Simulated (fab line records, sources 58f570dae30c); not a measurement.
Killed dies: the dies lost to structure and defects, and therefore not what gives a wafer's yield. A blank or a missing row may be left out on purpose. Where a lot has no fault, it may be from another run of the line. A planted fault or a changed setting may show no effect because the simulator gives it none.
fab line records | flow berkeleyCmos170 | part 2 of 2: steps 29 to 41 of 41
record lots=5 | wafers=15 | lastDay=13
route steps=331 shown PVT@120 GATE@125 FIELD@126 PLDD@145 NLDD@158
lots that met no fault: from a run of the same line without faults
startH: hours from the record's first day to the start of the lot's first wafer shown | waitH: hours from the lot's prior step to this one | " the same as in the row above | L1.1+2: a row that stands for several wafers | - no value present, or no start provided | * or withheld: withheld | < > ~ a bound
route shown NAME@n: a module of which the file shows steps, and the number in the route of the first | usual: the fault-free wafers' mean and standard deviation | same: alike in all rows | chamber/n: place in a boat | sites: each site's reading | _std_site: the values' standard deviation | _edge_site: inner sites' mean taken away from outer sites' mean | radiusMm: for every site, how far away it sits from the centre of the wafer | mask NAME#n: copy n | behind: tool/chamber where the wafer was last shaped | hold: what put the lot on hold/how long, in hours/how the hold closed | device: which transistor (n, p or np) failed to switch | end of line: the route-end tests of the same wafers | a step with no rows: only its recipe | killed: dies lost to structure and defects at the first sort, not the wafer's yield | map: per-die view of a wafer (x killed, . not killed, _ where there is no die)
set.NAME: the setting as run; set.NAME@STEP: as run at that earlier step | model.NAME: the simulator's own value behind a step, which no gauge read
a table for each step, a row for each wafer; lots at some steps of the route
services: from which hour (startH, from the record's first day; less than 0 if before it) a tool's chamber was out of use, for how many hours, and why
## steps
# step UCB170_PLDD_EXPOSE_03
# recipe maskId=PSELECT | na=0.5 | sigmaOuter=0.6 | sourceShape=conventional | targetCdNm=1200 | doseMj=30
# usual reticleTempC=22.98/0.095 | stageVelMmS=500.0/0.31
lot.wafer | tool          | chamber | startH | waitH | mask      | reticleTempC | stageVelMmS
L078.1    | krfScanner-01 | 0       | 175.49 | 0.2   | PSELECT#0 | 23.01        | 500.3
L078.4    | "             | 0       | "      | "     | PSELECT#0 | 23.00        | 500.7
L078.6    | "             | 0       | "      | "     | PSELECT#0 | 23.04        | 500.1
L088.1    | krfScanner-01 | 0       | 236.46 | 0.2   | PSELECT#0 | 22.79        | 500.3
L088.3    | "             | 0       | "      | "     | PSELECT#0 | 22.90        | 500.1
L088.5    | "             | 0       | "      | "     | PSELECT#0 | 22.83        | 500.1
L092.1    | krfScanner-01 | 0       | 259.25 | 0.3   | PSELECT#0 | 22.99        | 500.8
L092.2    | "             | 0       | "      | "     | PSELECT#0 | 22.84        | 500.1
L092.6    | "             | 0       | "      | "     | PSELECT#0 | 22.96        | 499.9
L093.1    | krfScanner-01 | 0       | 271.76 | 0.2   | PSELECT#0 | 22.96        | 499.6
L093.4    | "             | 0       | "      | "     | PSELECT#0 | 22.77        | 499.2
L093.6    | "             | 0       | "      | "     | PSELECT#0 | 23.05        | 499.6
L096.1    | krfScanner-02 | 0       | 279.08 | 0.2   | PSELECT#0 | 22.84        | 500.0
L096.4    | "             | 0       | "      | "     | PSELECT#0 | 22.89        | 500.0
L096.6    | "             | 0       | "      | "     | PSELECT#0 | 23.02        | 499.5
# step UCB170_PLDD_PEB_04
# recipe pebTempC=130 | pebTimeS=withheld | resist=KrF
lot.wafer  | tool          | chamber | startH | waitH
L078.1+4+6 | lithoTrack-03 | 0       | 175.60 | 0.1
L088.1+3+5 | lithoTrack-03 | 0       | 236.58 | 0.1
L092.1+2+6 | lithoTrack-04 | 0       | 259.79 | 0.5
L093.1+4+6 | lithoTrack-01 | 0       | 271.99 | 0.2
L096.1+4+6 | lithoTrack-01 | 0       | 279.57 | 0.5
# step UCB170_PLDD_DEVELOP_05
# recipe developer=TMAH | developTimeS=45 | resist=KrF | devTempC=21
lot.wafer  | tool          | chamber | startH | waitH
L078.1+4+6 | lithoTrack-03 | 0       | -      | -
L088.1+3+5 | lithoTrack-03 | 0       | -      | -
L092.1+2+6 | lithoTrack-04 | 0       | -      | -
L093.1+4+6 | lithoTrack-01 | 0       | -      | -
L096.1+4+6 | lithoTrack-01 | 0       | -      | -
# step UCB170_PLDD_CD_MEAS_06
# recipe targetCdNm=1200
# usual cdNm=1200.3/1.2
lot.wafer | tool     | chamber | startH | waitH | cdNm
L078.1    | cdSem-01 | -       | 175.88 | -     | 1199.7
L078.4    | "        | -       | "      | "     | 1199.6
L078.6    | "        | -       | "      | "     | 1200.5
L088.1    | cdSem-01 | -       | 236.85 | -     | 1202.9
L088.3    | "        | -       | "      | "     | 1203.0
L088.5    | "        | -       | "      | "     | 1202.4
L092.1    | cdSem-02 | -       | 260.07 | -     | 1200.9
L092.2    | "        | -       | "      | "     | 1201.7
L092.6    | "        | -       | "      | "     | 1201.3
L093.1    | cdSem-01 | -       | 272.26 | -     | 1199.7
L093.4    | "        | -       | "      | "     | 1198.8
L093.6    | "        | -       | "      | "     | 1199.5
L096.1    | cdSem-01 | -       | 279.84 | -     | 1201.0
L096.4    | "        | -       | "      | "     | 1200.5
L096.6    | "        | -       | "      | "     | 1201.6
# step UCB170_PLDD_OVL_MEAS_07
# usual PLDD_OVL=-1/6.3
lot.wafer | tool       | chamber | startH | waitH | PLDD_OVL[nm]
L078.1    | overlay-01 | -       | 176.00 | 0.1   | 10
L078.4    | "          | -       | "      | "     | 0
L078.6    | "          | -       | "      | "     | 5
L088.1    | overlay-01 | -       | 236.97 | 0.1   | -5
L088.3    | "          | -       | "      | "     | -6
L088.5    | "          | -       | "      | "     | -8
L092.1    | overlay-02 | -       | 260.19 | 0.1   | 0
L092.2    | "          | -       | "      | "     | -2
L092.6    | "          | -       | "      | "     | 3
L093.1    | overlay-01 | -       | 272.38 | 0.1   | 1
L093.4    | "          | -       | "      | "     | 10
L093.6    | "          | -       | "      | "     | 4
L096.1    | overlay-01 | -       | 279.96 | 0.1   | -11
L096.4    | "          | -       | "      | "     | 7
L096.6    | "          | -       | "      | "     | 3
# step UCB170_PLDD_IMPLANT_08
# recipe species=BF2 | doseCm2=5e+13 | energyKev=10 | tiltDeg=7 | rotationDeg=0
lot.wafer  | tool         | chamber | startH | waitH
L078.1+4+6 | implanter-02 | 0       | 176.03 | 0.0
L088.1+3+5 | implanter-01 | 0       | 237.01 | 0.0
L092.1+2+6 | implanter-02 | 0       | 260.22 | 0.0
L093.1+4+6 | implanter-02 | 0       | 272.42 | 0.0
L096.1+4+6 | implanter-02 | 0       | 280.00 | 0.0
# step UCB170_PLDD_IMPLANT_09
# recipe species=BF2 | doseCm2=5e+13 | energyKev=10 | tiltDeg=7 | rotationDeg=180
lot.wafer  | tool         | chamber | startH | waitH
L078.1+4+6 | implanter-02 | 0       | 176.18 | 0.1
L088.1+3+5 | implanter-01 | 0       | 237.16 | 0.1
L092.1+2+6 | implanter-02 | 0       | 260.37 | 0.1
L093.1+4+6 | implanter-02 | 0       | 272.57 | 0.1
L096.1+4+6 | implanter-02 | 0       | 280.15 | 0.1
# step UCB170_PLDD_STRIP_10
# recipe chemistry=O2 | powerW=400 | pressureMtorr=3500 | platenTempC=withheld | o2FlowSccm=400 | overashFraction=0.5
# usual drypumpMotorCurrentA=5.8/0.5 | oesProductAu=0.734/0.005 | stripTimeToEndpointS=21.66/0.068
lot.wafer | tool           | chamber | startH | waitH | drypumpMotorCurrentA | oesProductAu | rfHoursCounterH | stripTimeToEndpointS
L078.1    | plasmaAsher-03 | 1       | 176.33 | 0.1   | 5.3                  | 0.734        | 51              | 21.66
L078.4    | "              | 0       | "      | "     | 5.0                  | 0.728        | -               | 21.75
L078.6    | "              | 0       | "      | "     | 4.9                  | 0.735        | -               | 21.72
L088.1    | plasmaAsher-01 | 1       | 237.31 | 0.1   | 5.6                  | 0.728        | 49              | 21.65
L088.3    | "              | 1       | "      | "     | 5.6                  | 0.742        | -               | 21.58
L088.5    | "              | 1       | "      | "     | 5.6                  | 0.735        | -               | 21.54
L092.1    | plasmaAsher-03 | 1       | 260.52 | 0.1   | 5.3                  | 0.741        | 59              | 21.55
L092.2    | "              | 0       | "      | "     | 4.9                  | 0.731        | 59              | 21.57
L092.6    | "              | 0       | "      | "     | 4.9                  | 0.737        | -               | 21.55
L093.1    | plasmaAsher-03 | 0       | 272.72 | 0.1   | 4.9                  | 0.738        | 61              | 21.67
L093.4    | "              | 0       | "      | "     | 4.9                  | 0.740        | -               | 21.64
L093.6    | "              | 1       | "      | "     | 5.3                  | 0.734        | -               | 21.64
L096.1    | plasmaAsher-01 | 0       | 280.30 | 0.1   | 6.4                  | 0.732        | 53              | 21.72
L096.4    | "              | 1       | "      | "     | 5.6                  | 0.732        | -               | 21.69
L096.6    | "              | 0       | "      | "     | 6.4                  | 0.734        | -               | 21.65
# step UCB170_PLDD_TW_MEAS_11
# usual PLDD_TW=1011/5.3
lot.wafer | tool         | chamber | startH | waitH | PLDD_TW
L078.1    | filmMetro-02 | -       | 176.43 | 0.1   | 1005
L078.4    | "            | -       | "      | "     | 1009
L078.6    | "            | -       | "      | "     | 1002
L088.1    | filmMetro-04 | -       | 237.41 | 0.1   | 1007
L088.3    | "            | -       | "      | "     | 1012
L088.5    | "            | -       | "      | "     | 1012
L092.1    | filmMetro-04 | -       | 260.62 | 0.1   | 1019
L092.2    | "            | -       | "      | "     | 1016
L092.6    | "            | -       | "      | "     | 1018
L093.1    | filmMetro-04 | -       | 272.82 | 0.1   | 1011
L093.4    | "            | -       | "      | "     | 1012
L093.6    | "            | -       | "      | "     | 1012
L096.1    | filmMetro-02 | -       | 280.40 | 0.1   | 998
L096.4    | "            | -       | "      | "     | 999
L096.6    | "            | -       | "      | "     | 1000
# step UCB170_PLDD_CLEAN_12
# recipe chemistry=SPM | tempC=120 | timeS=600
lot.wafer  | tool        | chamber | startH | waitH
L078.1+4+6 | wetBench-03 | 0       | 176.49 | 0.1
L088.1+3+5 | wetBench-03 | 3       | 237.56 | 0.1
L092.1+2+6 | wetBench-04 | 3       | 260.68 | 0.1
L093.1+4+6 | wetBench-04 | 1       | 272.88 | 0.1
L096.1+4+6 | wetBench-04 | 0       | 280.46 | 0.1
# step UCB170_NLDD_HMDS_00
# recipe primeTimeS=60 | primeTempC=100
lot.wafer  | tool          | chamber | startH | waitH
L078.1+4+6 | lithoTrack-04 | 0       | 176.67 | 0.0
L088.1+3+5 | lithoTrack-03 | 0       | 238.26 | 0.5
L092.1+2+6 | lithoTrack-04 | 0       | 260.87 | 0.0
L093.1+4+6 | lithoTrack-04 | 0       | 273.66 | 0.6
L096.1+4+6 | lithoTrack-02 | 0       | 280.63 | 0.0
# step UCB170_NLDD_COAT_01
# recipe resist=KrF | spinRpm=1500 | resistThkNm=900
# usual spinSpeedRpm=1499.8/0.98
lot.wafer | tool          | chamber | startH | waitH | spinSpeedRpm
L078.1    | lithoTrack-04 | 0       | 176.82 | 0.1   | 1500.1
L078.4    | "             | 0       | "      | "     | 1500.3
L078.6    | "             | 0       | "      | "     | 1500.1
L088.1    | lithoTrack-03 | 0       | 238.41 | 0.1   | 1500.0
L088.3    | "             | 0       | "      | "     | 1499.6
L088.5    | "             | 0       | "      | "     | 1498.3
L092.1    | lithoTrack-04 | 0       | 261.02 | 0.1   | 1501.0
L092.2    | "             | 0       | "      | "     | 1500.3
L092.6    | "             | 0       | "      | "     | 1500.4
L093.1    | lithoTrack-04 | 0       | 273.81 | 0.1   | 1499.8
L093.4    | "             | 0       | "      | "     | 1499.3
L093.6    | "             | 0       | "      | "     | 1501.8
L096.1    | lithoTrack-02 | 0       | 280.78 | 0.1   | 1498.8
L096.4    | "             | 0       | "      | "     | 1499.9
L096.6    | "             | 0       | "      | "     | 1501.3
# step UCB170_NLDD_SOFTBAKE_02
# recipe resist=KrF | tempC=130 | timeS=60
lot.wafer  | tool          | chamber | startH | waitH
L078.1+4+6 | lithoTrack-04 | 0       | 176.97 | 0.1
L088.1+3+5 | lithoTrack-03 | 0       | 238.56 | 0.1
L092.1+2+6 | lithoTrack-04 | 0       | 261.17 | 0.1
L093.1+4+6 | lithoTrack-04 | 0       | 273.96 | 0.1
L096.1+4+6 | lithoTrack-02 | 0       | 280.93 | 0.1
## services
tool           | chamber | startH | hours | kind
krfScanner-02  | -       | 134.19 | 0.3   | repair
implanter-01   | -       | 142.29 | 6.2   | repair
rieDiel-02     | 0       | 143.05 | 3.2   | repair
implanter-03   | -       | 143.52 | 4.7   | pm
furnace-02     | -       | 147.31 | 48.1  | pm
implanter-03   | -       | 148.23 | 3.1   | pm
plasmaAsher-03 | -       | 158.02 | 0.4   | repair
furnace-01     | -       | 175.34 | 4.0   | pm
krfScanner-01  | -       | 180.35 | 1.3   | pm
implanter-03   | -       | 191.79 | 6.5   | repair
wetBench-03    | -       | 212.95 | 1.5   | repair
furnace-01     | -       | 213.46 | 3.8   | pm
furnace-04     | -       | 226.23 | 5.3   | pm
rieSi-01       | 2       | 227.99 | 1.5   | repair
plasmaAsher-02 | -       | 228.14 | 2.8   | pm
krfScanner-01  | -       | 239.87 | 1.0   | pm
krfScanner-01  | -       | 247.61 | 3.6   | pm
krfScanner-02  | -       | 255.96 | 7.2   | pm
krfScanner-01  | -       | 263.16 | 0.8   | pm
krfScanner-02  | -       | 264.61 | 1.0   | pm
krfScanner-02  | -       | 265.61 | 0.8   | pm
plasmaAsher-03 | -       | 275.16 | 2.8   | pm
rieSi-01       | -       | 280.03 | 2.8   | repair
krfScanner-02  | -       | 280.56 | 1.3   | pm
